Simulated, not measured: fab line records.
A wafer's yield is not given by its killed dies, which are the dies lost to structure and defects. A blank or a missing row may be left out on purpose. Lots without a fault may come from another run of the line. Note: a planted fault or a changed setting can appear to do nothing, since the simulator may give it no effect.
Which tool is to blame? || flow berkeley_cmos170 || 7 lots, 21 wafers sampled, at 3 steps of a route of 331

== WHAT THE GAUGES SHOWED, per wafer ==
UCB170_V2_BOW_MEAS_03.
{"lot": "L578", "measured": "day 9 15:29", "on": "film_metro-01", "V2_BOW (um)": "37 46 36"}
{"lot": "L581", "measured": "day 9 23:09", "on": "film_metro-01", "V2_BOW (um)": "35 37 37"}
{"lot": "L585", "measured": "day 10 14:14", "on": "film_metro-01", "V2_BOW (um)": "47 41 43"}
{"lot": "L591", "measured": "day 12 23:46", "on": "film_metro-02", "V2_BOW (um)": "40 40 34"}
{"lot": "L593", "measured": "day 13 00:05", "on": "film_metro-02", "V2_BOW (um)": "43 39 36"}
{"lot": "L595", "measured": "day 14 04:44", "on": "film_metro-01", "V2_BOW (um)": "35 33 37"}
{"lot": "L598", "measured": "day 14 21:21", "on": "film_metro-02", "V2_BOW (um)": "35 47 33"}

== WHAT TOOL EACH LOT RAN ON (gives the tool, then ch and the chambers of the sampled wafers, and finally the start) ==
{"lot": "L578", "UCB170_M2_STRIP_07": "plasma_asher-04 ch 1, day 9 13:05", "UCB170_M2_METAL_ETCH_18": "rie_metal-02 ch 1, day 9 14:34"}
{"lot": "L581", "UCB170_M2_STRIP_07": "plasma_asher-02 ch 0,1, day 9 20:22", "UCB170_M2_METAL_ETCH_18": "rie_metal-04 ch 0,1, day 9 22:14"}
{"lot": "L585", "UCB170_M2_STRIP_07": "plasma_asher-02 ch 0,1, day 10 11:51", "UCB170_M2_METAL_ETCH_18": "rie_metal-04 ch 0,1, day 10 13:17"}
{"lot": "L591", "UCB170_M2_STRIP_07": "plasma_asher-04 ch 0,1, day 12 18:40", "UCB170_M2_METAL_ETCH_18": "rie_metal-01 ch 0,1, day 12 22:44"}
{"lot": "L593", "UCB170_M2_STRIP_07": "plasma_asher-03 ch 0,1, day 12 18:52", "UCB170_M2_METAL_ETCH_18": "rie_metal-04 ch 0,1, day 12 23:10"}
{"lot": "L595", "UCB170_M2_STRIP_07": "plasma_asher-02 ch 0,1, day 14 01:11", "UCB170_M2_METAL_ETCH_18": "rie_metal-01 ch 0,1, day 14 03:49"}
{"lot": "L598", "UCB170_M2_STRIP_07": "plasma_asher-03 ch 0,1, day 14 18:53", "UCB170_M2_METAL_ETCH_18": "rie_metal-04 ch 0,1, day 14 20:26"}
- UCB170_M2_STRIP_07: strips in O2.
- UCB170_M2_METAL_ETCH_18: etches Al in Cl2/BCl3, stops on SiO2, target depth 1170 nm, time 195 s.

== THE ANSWER, worked out from the rows above alone ==
Rule: what is usual is taken from the lots themselves. Put in order of their means at a reading, lots are off if they are a third of the lots or fewer, leave a main group of 4 or more, and stand apart from it by a gap of 3 or more times the standard deviation of the main group's means; of several such gaps the widest counts. A main group is skipped when, at the precision printed for the reading in the tables above, its means are all equal. A lot without any number at a reading at which 4 lots or more have one is off too. The other lots that the step has rows for count as sound.
No lot is off on any of the readings shown, so nothing can be concluded from this.

== WHAT THE SIMULATOR HAD PUT IN ==
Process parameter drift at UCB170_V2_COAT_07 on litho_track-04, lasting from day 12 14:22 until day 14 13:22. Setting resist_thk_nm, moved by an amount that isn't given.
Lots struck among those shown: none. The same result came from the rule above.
